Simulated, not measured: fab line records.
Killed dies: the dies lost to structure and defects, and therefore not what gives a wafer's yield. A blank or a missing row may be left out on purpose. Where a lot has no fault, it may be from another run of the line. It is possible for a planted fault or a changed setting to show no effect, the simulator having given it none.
A lot that was struck, set against a sound lot	flow rit_cmos	17 steps out of a route of 202
Sound: wafers L470.1, L470.4, L470.6. Wafers struck: L477.1, L477.2, L477.5. Last of all comes the cause.
Per side, at each step with rows, come the tool, then ch with its chambers, and then its first start. Under that, the readings that differ: sound wafers	struck wafers	difference of the means	sigmas: that difference in standard deviations of wafers without a fault.
alike: words and numbers the same on both sides, and readings whose means are apart by under 2 such deviations; not compared: readings that were withheld, readings missing a value for some wafer, numbers with overlapping values and no deviation given by the record, and bounds like >300 which may hide the same value.
A row with sigmas, a row that says differs or no value, or rows on one side alone: a step with any of these is where the two part. Numbers that have no deviation but don't overlap get no sigmas and don't part them. Lack of a reading on every wafer of one side parts them only where that side has two or more wafers.

first, 1 step without rows for these wafers: RIT_PRETRO_DEVELOP_05 (develop time 68 s).
RIT_PRETRO_OVL_MEAS_06:
  struck on overlay-01, day 6 09:43; sound on overlay-01, day 4 22:56
  alike: PRETRO_OVL
then, 2 steps without rows for these wafers: RIT_PRETRO_HARDBAKE_07 (time 120 s); RIT_PRETRO_IMPLANT_08.
RIT_PRETRO_STRIP_09: strips in O2, time 180 s.
  sound on plasma_asher-04 ch 0,1, day 4 23:22; struck on plasma_asher-04 ch 0,1, day 6 10:09
  alike: drypump_motor_current_A
  not compared: rf_hours_counter_h
RIT_PRETRO_TW_MEAS_10:
  struck on film_metro-02, day 6 10:19; sound on film_metro-04, day 4 23:32
  alike: PRETRO_TW
then, 5 steps without rows for these wafers: RIT_GATE_WET_ETCH_00 (etches SiO2 in BOE, target depth 56 nm, time 60 s); RIT_GATE_CLEAN_01 (cleans in SC1, time 600 s); RIT_GATE_CLEAN_02 (cleans in dHF, time 30 s); RIT_GATE_CLEAN_03 (cleans in SC2, time 600 s); RIT_GATE_CLEAN_04 (cleans in dHF, time 60 s).
RIT_FOX2_THK_MEAS_91:
  struck on film_metro-04, day 6 10:48; sound on film_metro-03, day 5 00:01
  alike: FIELD_OXIDE_LEFT_2_THK
RIT_GATE_OXIDATION_05: target thk 3 nm, ox time 270 s.
  sound on furnace-01 ch 0, day 5 01:28; struck on furnace-01 ch 0, day 6 12:03
reading	sound	struck	difference	sigmas
model.SiO2_of_GATE_OXIDATION_05.thk_nm (nm)	3.11 3.031 3.038	3.404 3.401 3.429	+0.352	
  alike: ox_temp_c_max, tube_center_temp_C
then, 1 step without rows for these wafers: RIT_GATE_ANNEAL_06 (time 600 s).
RIT_GATE_THK_MEAS_07:
  struck on film_metro-02, day 6 14:30; sound on film_metro-03, day 5 02:47
reading	sound	struck	difference	sigmas
GATE_OXIDE_THK (nm)	3.13 2.99 3.00	3.45 3.41 3.39	+0.38	+7
then, 1 step without rows for these wafers: RIT_GATE_CVD_08 (deposits poly-Si from SiH4, target thk 250 nm, time 2220 s).
RIT_M1_PROBE_99:
  struck on prober-02, day 7 16:20; sound on prober-01, day 6 05:05
reading	sound	struck	difference	sigmas
model.etest.pmos_0p3.r_on_ohm_um	6408 6212 6166	7052 7113 7045	+808	
model.etest.pmos_turned.r_on_ohm_um	3319 3196 3210	3687 3661 3514	+379	
model.etest.pmos_0p15.r_on_ohm_um	2675 2578 2578	2951 2979 2808	+302	
model.etest.nmos_0p3.r_on_ohm_um	2211 2125 2164	2386 2410 2334	+210	
model.etest.nmos_0p15.drive_ua_um	472.3 490.7 490.3	421.1 425.9 439.7	-55.5	
model.etest.nmos_narrow.drive_ua_um	223.7 229.5 228.3	188.3 189.6 186.7	-39.0	
model.etest.nmos_0p3.drive_ua_um	222 228.1 228.5	190.3 187.6 187.4	-37.8	
model.etest.pmos_0p15.drive_ua_um	263.6 277.4 277.6	229.6 228.8 240.8	-39.8	
  alike: killed_at_contacts, killed_at_front_end, killed_dies, killed_open, killed_short

## WHERE THEY PART
Only at RIT_GATE_THK_MEAS_07, within this record. Later steps at which nothing parts them and some readings are alike: RIT_M1_PROBE_99.

WHY: the cause the simulator had injected
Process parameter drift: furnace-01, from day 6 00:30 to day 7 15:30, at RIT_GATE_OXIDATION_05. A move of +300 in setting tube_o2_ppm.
